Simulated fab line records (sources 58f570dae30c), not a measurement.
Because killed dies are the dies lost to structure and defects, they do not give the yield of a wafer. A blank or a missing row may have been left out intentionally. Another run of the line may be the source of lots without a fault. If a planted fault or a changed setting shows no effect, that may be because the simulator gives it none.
Which tool is to blame?    flow berkeley_cmos170    7 lots (21 wafers sampled), 1 step of a 331-step route

## WHAT THE GAUGES READ, wafer by wafer
UCB170_V1_THK_MEAS_04.
lot   measured      on             V1_POLISHED_THK (nm)
L947  day 7 10:17   film_metro-03  1000.1 1000.0 999.5
L949  day 8 03:31   film_metro-04  999.5 1000.4 999.2
L948  day 8 03:50   film_metro-02  1000.5 1000.5 998.6
L951  day 8 17:13   film_metro-04  1000.1 1001.6 999.3
L963  day 11 01:44  film_metro-04  1000.8 1000.3 998.8
L968  day 12 04:18  film_metro-04  999.6 1001.0 1001.1
L967  day 12 04:36  film_metro-03  999.6 997.9 1000.3

## WHAT TOOL EACH LOT RAN ON (gives the tool, then ch and the chambers of the sampled wafers, and finally the start)
There is no process step in the record ahead of these readings.

## THE ANSWER, worked out from the rows above alone
Rule: what is usual is taken from the lots themselves. The widest of any qualifying gaps counts: lots, ordered by their means at a reading, are off when they make up no more than a third of the lots, leave a main group of 4 or more, and stand apart from it by 3 or more times the standard deviation of that group's means. If all means in a main group match to the digits the tables above print for the reading, that group is not used. Also off: a lot with no number at a reading for which 4 or more lots have one. Any other lot the step has rows for is counted as sound.
Across all readings shown, no lot is off: no conclusion can be drawn from this.

## WHAT HAD BEEN PUT IN BY THE SIMULATOR
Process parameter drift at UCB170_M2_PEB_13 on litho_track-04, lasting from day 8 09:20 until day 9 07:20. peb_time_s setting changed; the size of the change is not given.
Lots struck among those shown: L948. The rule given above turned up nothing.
